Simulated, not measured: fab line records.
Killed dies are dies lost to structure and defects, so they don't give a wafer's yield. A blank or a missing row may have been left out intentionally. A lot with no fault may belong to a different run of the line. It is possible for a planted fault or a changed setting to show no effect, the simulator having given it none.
fab line records	flow ritCmos
record lots=7	wafers=21	lastDay=8
route steps=202 shown SILICIDE@161 CONTACT@168
lots that met no fault: from a run of the same line without faults
startH: start of the lot's first displayed wafer, in hours after the record's first day	waitH: hours since the lot's step before	" unchanged from the row above	L1.1+2: one row covering several wafers at once	- no value present, or no start provided	* or withheld: withheld	< > ~ a bound
route shown NAME@n: NAME is a module with steps in the file, n the number in the route of the first one	usual: mean/standard deviation taken from wafers without a fault	same: alike in all rows	chamber/n: place in a boat	sites: readings site by site	_std_site: how widely they spread, as a standard deviation	_edge_site: inner sites' mean taken away from outer sites' mean	radiusMm: for every site, how far away it sits from the centre of the wafer	mask NAME#n: copy n	behind: the tool/chamber that last shaped the wafer	hold: what put the lot on hold/how long, in hours/how the hold closed	device: the n, p or np transistor that did not switch	end of line: tests of these same wafers at the route's end	for a step that has no rows: nothing shown but its recipe	killed: count of dies lost to structure and defects at first sort (not the wafer's yield)	map: the dies of a wafer, with x for killed, . for not killed, _ for no die there
set.NAME: setting as actually run; set.NAME@STEP: the setting as run at that earlier step	model.NAME: the simulator's own value behind a step, which no gauge read
a table for each step, a row for each wafer; lots at some steps of the route
services: from which hour (startH, from the record's first day; less than 0 if before it) a tool's chamber was out of use, for how many hours, and why
## steps
# step RIT_SILICIDE_WET_ETCH_00
# recipe chemistry=BOE	target=SiO2	targetDepthNm=14	timeS=15	dry=n2Spin	dilution=10:1	tempC=21.5
# step RIT_SILICIDE_SPUTTER_01
# recipe material=Ti	targetThkNm=30	powerW=350	chamberPressurePa=0.667	gas=Ar	timeS=234.8	substrateTempC=25
# usual cathodeDcPowerW=350.01/0.064	throttleValvePct=29.4/1.2
lot.wafer	tool	chamber	startH	waitH	cathodeDcPowerW	throttleValvePct
L786.1	pvdSputter-02	-	65.89	0.0	349.91	29.1
L786.4	"	-	"	"	350.08	27.3
L786.6	"	-	"	"	350.05	30.6
L794.2	pvdSputter-03	-	109.44	0.0	350.07	28.5
L794.4	"	-	"	"	349.95	29.5
L794.5	"	-	"	"	350.00	28.8
L795.3	pvdSputter-02	-	116.66	0.0	350.00	27.3
L795.4	"	-	"	"	350.02	29.0
L795.5	"	-	"	"	350.02	27.5
L803.1	pvdSputter-02	-	159.86	0.0	349.95	30.6
L803.2	"	-	"	"	349.90	28.9
L803.6	"	-	"	"	349.96	27.4
L804.1	pvdSputter-03	-	161.35	0.0	349.94	28.8
L804.5	"	-	"	"	350.02	29.7
L804.6	"	-	"	"	350.05	30.9
L805.2	pvdSputter-02	-	169.73	0.0	350.08	28.8
L805.3	"	-	"	"	350.05	30.1
L805.4	"	-	"	"	350.05	30.6
L806.2	pvdSputter-04	-	181.70	0.0	349.95	29.8
L806.3	"	-	"	"	349.99	29.6
L806.5	"	-	"	"	349.99	29.6
# step RIT_SILICIDE_RS_MEAS_02
# recipe thkMeasGauge=four-point-probe	reads=Ti_of_SILICIDE_SPUTTER_01
# usual SILICIDE_TI_RS=49.6/0.7
lot.wafer	tool	chamber	startH	waitH	SILICIDE_TI_RS[ohm/sq]
L786.1	filmMetro-04	-	66.04	0.1	48.9
L786.4	"	-	"	"	48.9
L786.6	"	-	"	"	49.5
L794.2	filmMetro-03	-	109.61	0.1	49.3
L794.4	"	-	"	"	49.6
L794.5	"	-	"	"	49.1
L795.3	filmMetro-02	-	116.85	0.1	50.7
L795.4	"	-	"	"	50.4
L795.5	"	-	"	"	50.3
L803.1	filmMetro-03	-	160.01	0.1	49.7
L803.2	"	-	"	"	48.7
L803.6	"	-	"	"	49.5
L804.1	filmMetro-03	-	161.50	0.1	48.9
L804.5	"	-	"	"	48.7
L804.6	"	-	"	"	48.3
L805.2	filmMetro-04	-	169.90	0.1	49.7
L805.3	"	-	"	"	51.1
L805.4	"	-	"	"	49.7
L806.2	filmMetro-03	-	181.87	0.1	50.0
L806.3	"	-	"	"	49.7
L806.5	"	-	"	"	49.3
# step RIT_SILICIDE_THK_MEAS_03
# recipe thkMeasGauge=xrf	reads=Ti_of_SILICIDE_SPUTTER_01
# usual SILICIDE_TI_THK=28.9/0.41
lot.wafer	tool	chamber	startH	waitH	SILICIDE_TI_THK[nm]
L786.1	filmMetro-04	-	66.16	0.1	29.2
L786.4	"	-	"	"	29.1
L786.6	"	-	"	"	28.9
L794.2	filmMetro-03	-	109.72	0.1	29.2
L794.4	"	-	"	"	29.0
L794.5	"	-	"	"	29.3
L795.3	filmMetro-02	-	116.95	0.1	28.2
L795.4	"	-	"	"	28.4
L795.5	"	-	"	"	28.4
L803.1	filmMetro-03	-	160.13	0.1	28.8
L803.2	"	-	"	"	29.6
L803.6	"	-	"	"	29.2
L804.1	filmMetro-03	-	161.62	0.1	29.4
L804.5	"	-	"	"	29.5
L804.6	"	-	"	"	29.6
L805.2	filmMetro-04	-	170.01	0.1	28.7
L805.3	"	-	"	"	28.1
L805.4	"	-	"	"	28.6
L806.2	filmMetro-03	-	181.98	0.1	28.7
L806.3	"	-	"	"	29.0
L806.5	"	-	"	"	28.9
# step RIT_SILICIDE_RTA_04
# recipe tempC=650	timeS=10	idleTempC=25	rampUpS=5	rampDownS=5	coolToC=25	ambient=N2
# usual wafer_temp_C_max=652.9/0.55
lot.wafer	tool	chamber	startH	waitH	wafer_temp_C_max
L786.1	rtpAnneal-02	0	66.22	0.1	652.7
L786.4	"	0	"	"	652.7
L786.6	"	0	"	"	653.8
L794.2	rtpAnneal-02	0	109.78	0.1	653.6
L794.4	"	0	"	"	653.1
L794.5	"	0	"	"	652.9
L795.3	rtpAnneal-01	0	117.01	0.1	653.1
L795.4	"	0	"	"	653.0
L795.5	"	0	"	"	652.7
L803.1	rtpAnneal-01	0	160.19	0.1	652.7
L803.2	"	0	"	"	654.1
L803.6	"	0	"	"	653.3
L804.1	rtpAnneal-02	0	161.68	0.1	653.0
L804.5	"	0	"	"	652.2
L804.6	"	0	"	"	652.6
L805.2	rtpAnneal-01	0	170.07	0.1	653.4
L805.3	"	0	"	"	653.3
L805.4	"	0	"	"	653.2
L806.2	rtpAnneal-02	0	182.04	0.1	652.9
L806.3	"	0	"	"	653.1
L806.5	"	0	"	"	653.0
# step RIT_SILICIDE_WET_ETCH_05
# recipe chemistry=SPM	target=Ti	tempC=90	timeS=120	dry=n2Spin
# step RIT_SILICIDE_RTA_06
# recipe tempC=750	timeS=10	idleTempC=25	rampUpS=5	rampDownS=10	coolToC=25	ambient=N2
# usual wafer_temp_C_max=753.2/0.59
lot.wafer	tool	chamber	startH	waitH	wafer_temp_C_max
L786.1	rtpAnneal-01	0	66.34	0.0	752.9
L786.4	"	0	"	"	754.5
L786.6	"	0	"	"	753.1
L794.2	rtpAnneal-01	0	109.89	0.0	754.2
L794.4	"	0	"	"	753.3
L794.5	"	0	"	"	752.6
L795.3	rtpAnneal-02	0	117.12	0.0	754.1
L795.4	"	0	"	"	753.7
L795.5	"	0	"	"	751.8
L803.1	rtpAnneal-02	0	160.30	0.0	754.0
L803.2	"	0	"	"	752.4
L803.6	"	0	"	"	752.8
L804.1	rtpAnneal-01	0	161.79	0.0	753.5
L804.5	"	0	"	"	753.9
L804.6	"	0	"	"	752.1
L805.2	rtpAnneal-02	0	170.18	0.0	753.2
L805.3	"	0	"	"	753.6
L805.4	"	0	"	"	752.4
L806.2	rtpAnneal-01	0	182.15	0.0	752.7
L806.3	"	0	"	"	752.4
L806.5	"	0	"	"	752.9
# step RIT_CONTACT_CVD_00
# recipe material=SiO2	targetThkNm=400	precursor=TEOS	tempC=390	timeS=61	rfW=400
# usual heaterPowerW=339/51
lot.wafer	tool	chamber	startH	waitH	heaterPowerW
L786.1	pecvd-04	0	66.40	0.1	440
L786.4	"	2	"	"	283
L786.6	"	1	"	"	386
L794.2	pecvd-03	1	109.95	0.0	357
L794.4	"	0	"	"	382
L794.5	"	1	"	"	274
L795.3	pecvd-04	2	117.16	0.0	273
L795.4	"	0	"	"	426
L795.5	"	2	"	"	278
L803.1	pecvd-03	0	160.37	0.1	324
L803.2	"	1	"	"	340
L803.6	"	2	"	"	396
L804.1	pecvd-04	0	161.86	0.1	413
L804.5	"	1	"	"	376
L804.6	"	2	"	"	315
L805.2	pecvd-02	0	170.23	0.0	297
L805.3	"	2	"	"	270
L805.4	"	0	"	"	308
L806.2	pecvd-03	1	182.20	0.0	360
L806.3	"	0	"	"	370
L806.5	"	1	"	"	265
# step RIT_CONTACT_THK_MEAS_01
# recipe reads=SiO2_of_CONTACT_CVD_00
# usual CONTACT_TEOS_THK=402/5.5
lot.wafer	tool	chamber	startH	waitH	CONTACT_TEOS_THK[nm]
L786.1	filmMetro-03	-	66.45	0.0	405
L786.4	"	-	"	"	408
L786.6	"	-	"	"	403
L794.2	filmMetro-01	-	110.01	0.0	402
L794.4	"	-	"	"	407
L794.5	"	-	"	"	409
L795.3	filmMetro-03	-	117.23	0.0	396
L795.4	"	-	"	"	403
L795.5	"	-	"	"	397
L803.1	filmMetro-04	-	160.42	0.0	402
L803.2	"	-	"	"	396
L803.6	"	-	"	"	410
L804.1	filmMetro-04	-	161.91	0.0	400
L804.5	"	-	"	"	403
L804.6	"	-	"	"	403
L805.2	filmMetro-03	-	170.29	0.0	397
L805.3	"	-	"	"	393
L805.4	"	-	"	"	407
L806.2	filmMetro-04	-	182.26	0.0	403
L806.3	"	-	"	"	404
L806.5	"	-	"	"	410
# step RIT_CONTACT_HMDS_02
# recipe primeTimeS=60	primeTempC=140
# step RIT_CONTACT_COAT_03
# recipe resist=NOVOLAK	spinRpm=3250	resistThkNm=1000
# step RIT_CONTACT_SOFTBAKE_04
# recipe resist=NOVOLAK	tempC=90	timeS=60
# step RIT_CONTACT_EXPOSE_05
# recipe maskId=M11	na=0.6	sourceShape=conventional	sigmaOuter=0.5	targetCdNm=1000	doseMj=250
# usual exposureDoseMJCm2=249.88/0.22	focusOffsetNm=-0.1/0.56
lot.wafer	tool	chamber	startH	waitH	mask	exposureDoseMJCm2	focusOffsetNm
L786.1	ilineStepper-02	0	67.09	0.2	M11#0	249.29	-0.1
L786.4	"	0	"	"	M11#0	249.61	1.1
L786.6	"	0	"	"	M11#0	249.87	1.4
L794.2	ilineStepper-02	0	110.65	0.2	M11#0	250.00	-0.8
L794.4	"	0	"	"	M11#0	249.88	-0.3
L794.5	"	0	"	"	M11#0	249.94	-0.7
L795.3	ilineStepper-02	0	117.76	0.1	M11#0	249.93	-0.1
L795.4	"	0	"	"	M11#0	249.93	-0.6
L795.5	"	0	"	"	M11#0	250.20	-0.2
L803.1	ilineStepper-02	-	160.93	0.1	M11#0	-	-
L803.2	"	-	"	"	M11#0	-	-
L803.6	"	-	"	"	M11#0	-	-
L804.1	ilineStepper-02	-	162.42	0.1	M11#0	-	-
L804.5	"	-	"	"	M11#0	-	-
L804.6	"	-	"	"	M11#0	-	-
L805.2	ilineStepper-01	-	170.94	0.2	M11#0	-	-
L805.3	"	-	"	"	M11#0	-	-
L805.4	"	-	"	"	M11#0	-	-
L806.2	ilineStepper-02	0	182.91	0.2	M11#0	249.93	0.3
L806.3	"	0	"	"	M11#0	249.34	-0.6
L806.5	"	0	"	"	M11#0	249.85	0.0
# step RIT_CONTACT_PEB_06
# recipe resist=NOVOLAK	tempC=withheld	timeS=withheld
## services
tool	chamber	startH	hours	kind
ilineStepper-01	-	49.18	4.2	repair
ilineStepper-02	0	99.87	-	calibration
pecvd-02	-	111.76	0.8	pm
pecvd-02	0	137.73	6.2	repair
ilineStepper-01	0	148.56	-	calibration
pecvd-03	-	152.30	1.7	repair
pecvd-02	0	156.62	5.8	repair
pecvd-03	-	167.43	0.3	repair
## key
firstSign step=RIT_CONTACT_EXPOSE_05	reading=toolRecord	direction=missing
effect none on later readings
metAt RIT_CONTACT_EXPOSE_05
struckWafers L803.1,L803.2,L803.6,L804.1,L804.5,L804.6,L805.2,L805.3,L805.4
laterRowsLeftOut L803.1,L803.2,L803.6,L804.1,L804.5,L804.6,L805.2,L805.3,L805.4
sortLeftOut L803.1,L803.2,L803.6,L804.1,L804.5,L804.6,L805.2,L805.3,L805.4
testerLeftOut L803,L804,L805
onsetBetween 117.76 160.93
fault kind=skippedStepWhole	tool=ilineStepper-01,ilineStepper-02	chamber=-	onsetH=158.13	steps=RIT_CONTACT_EXPOSE_05	scope=struckLotsOnly
# testerLeftOut: of these lots the tester's yield and bins aren't shown, on N5 and GAA mostly nor the transistor test; their killed dies are dies lost to structure and defects alone, not to doping, threshold or leakage, so they don't give the yield
# sortLeftOut: the simulated sort isn't trusted on such a fault, so these wafers' sort isn't shown, and their yield isn't known
# laterRowsLeftOut: the simulator's readings of these wafers behind a module that went badly wrong aren't trusted and aren't shown, but for the sort
